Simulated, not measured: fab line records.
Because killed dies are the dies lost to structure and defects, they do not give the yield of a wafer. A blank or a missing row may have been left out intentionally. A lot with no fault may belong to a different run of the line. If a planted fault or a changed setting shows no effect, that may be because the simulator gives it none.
Which tool was responsible? || flow berkeleyCmos170 || 14 lots with 42 wafers sampled at 2 steps, on a route of 331 steps

WHAT THE GAUGES READ, wafer by wafer
UCB170_M1_CD_MEAS_09: the cd target is 700 nm. Usual: 699.9 nm for cdNm, sd 1.4.
{"lot": "L221", "measured": "day 6 15:51", "on": "cdSem-01", "cdNm (nm)": "700.9 701.8 702.2", "flag": ""}
{"lot": "L222", "measured": "day 6 18:37", "on": "cdSem-01", "cdNm (nm)": "700.0 700.4 699.9", "flag": ""}
{"lot": "L224", "measured": "day 7 13:32", "on": "cdSem-02", "cdNm (nm)": "701.4 702.3 700.3", "flag": ""}
{"lot": "L225", "measured": "day 7 14:43", "on": "cdSem-02", "cdNm (nm)": "698.7 698.3 698.9", "flag": ""}
{"lot": "L223", "measured": "day 7 14:59", "on": "cdSem-01", "cdNm (nm)": "702.2 700.5 702.7", "flag": ""}
{"lot": "L226", "measured": "day 7 20:24", "on": "cdSem-01", "cdNm (nm)": "698.5 696.9 697.6", "flag": ""}
{"lot": "L229", "measured": "day 7 21:58", "on": "cdSem-02", "cdNm (nm)": "700.6 702.1 701.7", "flag": ""}
{"lot": "L227", "measured": "day 7 22:18", "on": "cdSem-01", "cdNm (nm)": "698.1 697.9 699.3", "flag": ""}
{"lot": "L238", "measured": "day 10 00:14", "on": "cdSem-01", "cdNm (nm)": "698.7 698.3 698.4", "flag": ""}
{"lot": "L241", "measured": "day 11 00:32", "on": "cdSem-01", "cdNm (nm)": "700.9 699.2 701.4", "flag": ""}
{"lot": "L239", "measured": "day 11 01:13", "on": "cdSem-01", "cdNm (nm)": "700.9 699.6 700.3", "flag": ""}
{"lot": "L242", "measured": "day 11 02:29", "on": "cdSem-01", "cdNm (nm)": "700.1 700.5 700.2", "flag": ""}
{"lot": "L243", "measured": "day 11 18:11", "on": "cdSem-02", "cdNm (nm)": "699.6 698.6 699.1", "flag": ""}
{"lot": "L244", "measured": "day 11 18:34", "on": "cdSem-01", "cdNm (nm)": "700.2 701.2 700.2", "flag": ""}

UCB170_V1_CD_MEAS_12: the cd target is 700 nm. Usual: 700.1 nm for cdNm, sd 1.4.
{"lot": "L221", "measured": "day 6 21:17", "on": "cdSem-01", "cdNm (nm)": "701.3 702.1 702.3", "flag": ""}
{"lot": "L222", "measured": "day 7 00:13", "on": "cdSem-02", "cdNm (nm)": "697.3 696.7 697.0", "flag": ""}
{"lot": "L224", "measured": "day 7 22:07", "on": "cdSem-01", "cdNm (nm)": "700.7 700.3 700.3", "flag": ""}
{"lot": "L225", "measured": "day 7 21:25", "on": "cdSem-02", "cdNm (nm)": "701.3 701.8 701.5", "flag": ""}
{"lot": "L223", "measured": "day 7 22:24", "on": "cdSem-01", "cdNm (nm)": "699.6 699.9 700.0", "flag": ""}
{"lot": "L226", "measured": "day 8 02:20", "on": "cdSem-01", "cdNm (nm)": "698.4 699.2 699.1", "flag": ""}
{"lot": "L229", "measured": "day 8 02:58", "on": "cdSem-01", "cdNm (nm)": "699.5 700.7 698.2", "flag": ""}
{"lot": "L227", "measured": "day 8 02:46", "on": "cdSem-02", "cdNm (nm)": "700.1 700.3 700.5", "flag": ""}
{"lot": "L238", "measured": "day 10 07:55", "on": "cdSem-01", "cdNm (nm)": "701.5 701.0 700.9", "flag": ""}
{"lot": "L241", "measured": "day 11 07:41", "on": "cdSem-02", "cdNm (nm)": "698.2 698.9 698.1", "flag": ""}
{"lot": "L239", "measured": "day 11 06:58", "on": "cdSem-01", "cdNm (nm)": "699.2 700.6 700.5", "flag": ""}
{"lot": "L242", "measured": "day 11 08:13", "on": "cdSem-02", "cdNm (nm)": "697.6 698.6 697.9", "flag": ""}
{"lot": "L243", "measured": "day 12 02:05", "on": "cdSem-02", "cdNm (nm)": "699.5 700.2 699.3", "flag": ""}
{"lot": "L244", "measured": "day 12 02:10", "on": "cdSem-01", "cdNm (nm)": "698.9 699.9 699.3", "flag": ""}

TOOL THAT RAN EACH LOT (tool first, then ch and the chambers of the sampled wafers, then the start)
The record holds no process step before these readings.

AS READ BY THE TOOLS THEMSELVES (means over the sampled wafers that have a number; for cases with no such wafer, the mark the record gives instead)
The record holds no such reading with a usual standard deviation.

THE ANSWER, worked out from the rows above alone
Rule: a lot is off if the mean of its wafers that have a number lies more than 3 standard deviations from the usual mean. Also off: a lot with no number at a reading for which 4 or more lots have one. All remaining lots with rows at the step are treated as sound. First the gauges in route order, then the tools' own readings, where a lot's mean is used as printed above. The first step at which some lot is off is used, and at that step the reading that is off furthest; a lot without a number counts as furthest.
Across all readings shown, no lot is off: no conclusion can be drawn from this.

WHAT THE SIMULATOR HAD PUT IN
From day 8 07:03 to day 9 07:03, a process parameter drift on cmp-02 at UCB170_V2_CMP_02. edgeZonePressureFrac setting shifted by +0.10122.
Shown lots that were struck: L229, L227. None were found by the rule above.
